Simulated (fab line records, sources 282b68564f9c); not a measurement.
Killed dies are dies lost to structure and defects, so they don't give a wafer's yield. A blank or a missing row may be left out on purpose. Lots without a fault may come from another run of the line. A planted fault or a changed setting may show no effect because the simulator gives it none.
Split-lot experiment | flow rit_cmos | 5 lots, 23 wafers read, on a route of 202 steps

THE SPLIT
At RIT_REOX_OXIDATION_03 (target thk 25.2 nm, ox time 5580 s), the setting ox_time_s was moved away from the recipe's 5580 s on 20 of the 23 wafers read, by -10.5% to -5.8%. The other wafers ran this setting at the recipe's value.

The reading is taken at the split's own step.

THE READING
SiO2_of_REOX_OXIDATION_03.thk_nm (the simulator's own value, which no gauge read), in nm, at RIT_REOX_OXIDATION_03 (target thk 25.2 nm, ox time 5580 s). The file gives no usual value for it. The 3 wafers here that ran the recipe average 25.53 nm, standard deviation 0.11 nm.

wafer  | tool, chamber at the split | ox_time_s as run, s | against the recipe | SiO2_of_REOX_OXIDATION_03.thk_nm, nm | against lot-mates on the recipe
L078.2 | -, -                       | 5257                | -5.8%              | 24.29                                | no lot-mate on the recipe
L078.3 | -, -                       | 5257                | -5.8%              | 24.03                                | no lot-mate on the recipe
L078.4 | -, -                       | 5257                | -5.8%              | 24.03                                | no lot-mate on the recipe
L078.5 | -, -                       | 5257                | -5.8%              | 24.06                                | no lot-mate on the recipe
L078.6 | -, -                       | 5257                | -5.8%              | 23.98                                | no lot-mate on the recipe
L080.1 | furnace-01, 0              | 5580                | recipe             | 25.68                                | -
L080.4 | furnace-01, 0              | 5580                | recipe             | 25.49                                | -
L080.5 | furnace-01, 0              | 5580                | recipe             | 25.43                                | -
L081.1 | -, -                       | 5173                | -7.3%              | 24.3                                 | no lot-mate on the recipe
L081.2 | -, -                       | 5173                | -7.3%              | 24.43                                | no lot-mate on the recipe
L081.3 | -, -                       | 5173                | -7.3%              | 23.91                                | no lot-mate on the recipe
L081.4 | -, -                       | 5173                | -7.3%              | 24.07                                | no lot-mate on the recipe
L081.5 | -, -                       | 5173                | -7.3%              | 23.94                                | no lot-mate on the recipe
L082.1 | -, -                       | 5008                | -10.3%             | 23.35                                | no lot-mate on the recipe
L082.2 | -, -                       | 5008                | -10.3%             | 23.82                                | no lot-mate on the recipe
L082.4 | -, -                       | 5008                | -10.3%             | 23.29                                | no lot-mate on the recipe
L082.5 | -, -                       | 5008                | -10.3%             | 23.89                                | no lot-mate on the recipe
L082.6 | -, -                       | 5008                | -10.3%             | 23.36                                | no lot-mate on the recipe
L085.1 | -, -                       | 4995                | -10.5%             | 22.55                                | no lot-mate on the recipe
L085.2 | -, -                       | 4995                | -10.5%             | 22.66                                | no lot-mate on the recipe
L085.4 | -, -                       | 4995                | -10.5%             | 22.7                                 | no lot-mate on the recipe
L085.5 | -, -                       | 4995                | -10.5%             | 22.87                                | no lot-mate on the recipe
L085.6 | -, -                       | 4995                | -10.5%             | 22.87                                | no lot-mate on the recipe

THE FIT
A straight line over all 23 wafers: SiO2_of_REOX_OXIDATION_03.thk_nm changes by +0.23 nm for each +1% of ox_time_s; r = +0.92; the points scatter about the line by 0.35 nm.
Too few moved wafers have a lot-mate on the recipe to fit a line with each lot's own level taken away.

THE FILE'S OWN FIT
SiO2_of_REOX_OXIDATION_03.thk_nm changes by +0.23 nm for each +1% of ox_time_s, r = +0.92.
